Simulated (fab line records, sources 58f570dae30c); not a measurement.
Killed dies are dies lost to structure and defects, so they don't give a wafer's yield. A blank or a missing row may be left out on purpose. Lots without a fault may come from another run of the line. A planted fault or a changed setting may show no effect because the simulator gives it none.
Which tool did it? | flow berkeley_cmos170 | 7 lots, 21 wafers sampled, at 4 steps of a route of 331

WHAT THE GAUGES READ, wafer by wafer
UCB170_M2_OVL_MEAS_16.
lot  | measured     | on         | M2_OVL (nm)
L943 | day 7 14:28  | overlay-02 | -4 -8 -10
L945 | day 8 03:57  | overlay-02 | 5 1 2
L954 | day 9 10:16  | overlay-01 | -10 -8 -3
L958 | day 10 22:29 | overlay-01 | 1 4 0
L962 | day 11 15:45 | overlay-02 | -5 -2 -12
L964 | day 11 22:07 | overlay-02 | 6 6 5

WHICH TOOL RAN EACH LOT (tool, then ch and the chambers of the sampled wafers, then the start)
lot  | UCB170_PWELL_STRIP_16               | UCB170_ACTIVE_SOFTBAKE_09        | UCB170_GATE_EXPOSE_09
L943 | plasma_asher-02 ch 0,1, day 3 07:03 | litho_track-04 ch 0, day 4 10:41 | krf_scanner-01 ch 0, day 6 01:37
L945 | plasma_asher-04 ch 0,1, day 3 17:37 | litho_track-02 ch 0, day 4 21:17 | krf_scanner-02 ch 0, day 6 14:44
L947 | plasma_asher-04 ch 0,1, day 4 05:01 | litho_track-02 ch 0, day 5 03:05 | krf_scanner-01, day 6 17:11
L954 | plasma_asher-03 ch 0,1, day 5 08:52 | litho_track-03 ch 0, day 6 06:17 | krf_scanner-01 ch 0, day 8 01:50
L958 | plasma_asher-04 ch 0,1, day 6 07:01 | litho_track-02 ch 0, day 7 09:05 | krf_scanner-02 ch 0, day 9 07:04
L962 | plasma_asher-02 ch 0,1, day 7 00:07 | litho_track-04 ch 0, day 8 05:52 | krf_scanner-01 ch 0, day 10 02:51
L964 | plasma_asher-04 ch 0,1, day 7 08:59 | litho_track-04 ch 0, day 8 15:20 | krf_scanner-01 ch 0, day 10 14:38
- UCB170_PWELL_STRIP_16: strips in O2.
- UCB170_ACTIVE_SOFTBAKE_09: time 60.94 s.
- UCB170_GATE_EXPOSE_09: exposes mask POLY, target cd 350 nm.

THE ANSWER, worked out from the rows above alone
Rule: what is usual is taken from the lots themselves. Put in order of their means at a reading, lots are off if they are a third of the lots or fewer, leave a main group of 4 or more, and stand apart from it by a gap of 3 or more times the standard deviation of the main group's means; of several such gaps the widest counts. A main group whose means are all the same, to the digits that the tables above print for the reading, isn't used. A lot without any number at a reading at which 4 lots or more have one is off too. The other lots that the step has rows for count as sound.
No lot is off at any reading shown: from this, nothing can be told.

WHAT THE SIMULATOR HAD PUT IN
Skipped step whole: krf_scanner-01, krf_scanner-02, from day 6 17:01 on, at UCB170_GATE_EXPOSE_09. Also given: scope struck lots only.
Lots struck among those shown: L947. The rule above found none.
